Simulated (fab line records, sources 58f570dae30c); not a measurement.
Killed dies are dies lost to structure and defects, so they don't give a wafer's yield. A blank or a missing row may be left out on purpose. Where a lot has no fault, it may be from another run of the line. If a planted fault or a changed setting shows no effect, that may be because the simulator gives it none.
Chamber matching :: flow berkeleyCmos170 :: UCB170_GATE_ETCH_15 on rieSi-01 has 3 sister chambers
The step etches poly-Si in HBr/Cl2, stops on SiO2, time 56.3 s, target depth 278.2 nm. 6 wafers are shown with their chamber, then 5 later ones without.

WAFERS PAIRED WITH THEIR CHAMBERS
wafer: L838.2
chamber: 3
drypumpMotorCurrentA (A): 5.9
throttleValvePct (%): 26.62

wafer: L842.1
chamber: 0
drypumpMotorCurrentA (A): 6.7
throttleValvePct (%): 26.49

wafer: L842.2
chamber: 1
drypumpMotorCurrentA (A): 6.8
throttleValvePct (%): 26.66

wafer: L842.3
chamber: 3
drypumpMotorCurrentA (A): 6.0
throttleValvePct (%): 26.60

wafer: L843.1
chamber: 1
drypumpMotorCurrentA (A): 6.8
throttleValvePct (%): 26.65

wafer: L843.3
chamber: 0
drypumpMotorCurrentA (A): 6.7
throttleValvePct (%): 26.48

WAFERS MISSING THEIR CHAMBER
wafer: L843.6
drypumpMotorCurrentA (A): 6.8
throttleValvePct (%): 26.66

wafer: L852.1
drypumpMotorCurrentA (A): 6.7
throttleValvePct (%): 26.50

wafer: L852.4
drypumpMotorCurrentA (A): 5.9
throttleValvePct (%): 26.60

wafer: L849.2
drypumpMotorCurrentA (A): 6.8
throttleValvePct (%): 26.67

wafer: L849.3
drypumpMotorCurrentA (A): 6.6
throttleValvePct (%): 26.49

WHICH CHAMBER EACH WENT THROUGH
wafer: L843.6
from the rows above: 1
in truth: 1

wafer: L852.1
from the rows above: 0
in truth: 0

wafer: L852.4
from the rows above: 3
in truth: 3

wafer: L849.2
from the rows above: 1
in truth: 1

wafer: L849.3
from the rows above: 0
in truth: 0
Placed correctly: 5 of 5. Left unplaced by these rows: 0. Placed wrongly: 0.
How it was worked out, from the rows above alone: a wafer's distance from a chamber is the root of the sum, over the readings, of the square of ((its reading less the chamber's mean) divided by the reading's scatter). If the next closest chamber is less than 2 further off than the closest, the wafer can't be placed; otherwise it belongs to the closest. Each chamber's mean is taken over the wafers shown for it. The scatter is the square root of a quotient: the sum, over the shown wafers, of each reading's squared deviation from its chamber's mean, divided by wafers minus chambers.
